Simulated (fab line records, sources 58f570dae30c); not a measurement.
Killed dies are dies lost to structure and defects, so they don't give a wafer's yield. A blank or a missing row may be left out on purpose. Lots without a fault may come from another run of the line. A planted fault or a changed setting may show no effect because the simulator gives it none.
Problem report in the 8D (eight disciplines) form, filled by code | flow berkeley_cmos170 | the parts of the form that need people (team, actions taken, sign-off) are left out

1. THE PROBLEM
tilt_deg at UCB170_NLDD_IMPLANT_09 reads a mean of 7.651 degrees on 9 wafers of 3 lots; wafers without a fault read 6.999 degrees with a standard deviation of 0.02. That is +33 standard deviations from the usual mean.
First seen on wafer L544.1, day 7 21:43, on implanter-01. The record holds 45 wafers of 15 lots with a number at this step. Rule for "out", or "out of limits": more than 4 standard deviations from the usual mean. The other wafers with a number count as sound.

2. WHAT IT IS AND WHAT IT IS NOT
question                    | is                     | is not
which readings at this step | tilt_deg               | -
which lots                  | L544, L546, L548       | L539, L540, L541, L542, L549, L552, L553, L554, L558, L559, L561, L562
which wafers of those lots  | all that have a number | -
read on which tools         | implanter-01           | implanter-03, implanter-04
when                        | from day 7 21:43       | up to then (12 sound wafers); but 24 sound wafers of L549, L552, L553, L554, L558, L559, L561, L562 came after

3. SUSPECTS, AND WHAT RULES EACH OUT
Counting: a tool at a process step up to the reading stays a suspect if it ran every lot that is out and no sound lot after the first of them.
- implanter-01 at UCB170_NLDD_IMPLANT_09: ruled out as a lasting fault. Sound lots L562 ran on it after its first lot that is out, L544 (day 7 21:43).
Left after counting: nothing in the record.

4. THE CAUSE (what the simulator had put in)
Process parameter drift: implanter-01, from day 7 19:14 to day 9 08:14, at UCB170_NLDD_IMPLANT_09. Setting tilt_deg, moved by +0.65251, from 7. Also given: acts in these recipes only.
Counting ruled it out, wrongly.

5. THE CHAIN OF EFFECTS, in route order
Each row: a reading whose mean over the struck wafers that have a number lies more than 3 standard deviations from the usual. Only readings for which the record gives a usual standard deviation are gone through. hours: the time from each lot's start at the first step in this table that gives one to its start at this step, as a median over the lots. sigmas: the change in usual standard deviations.
hours | step                   | reading  | usual         | on struck wafers | change | sigmas
0     | UCB170_NLDD_IMPLANT_09 | tilt_deg | 6.999 degrees | 7.651            | +0.652 | +33
The process steps in it:
- UCB170_NLDD_IMPLANT_09

6. WHAT WOULD HAVE CAUGHT IT SOONER
In this record the first reading out of limits was taken at day 7 21:43, 2 hours after the fault began at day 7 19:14.
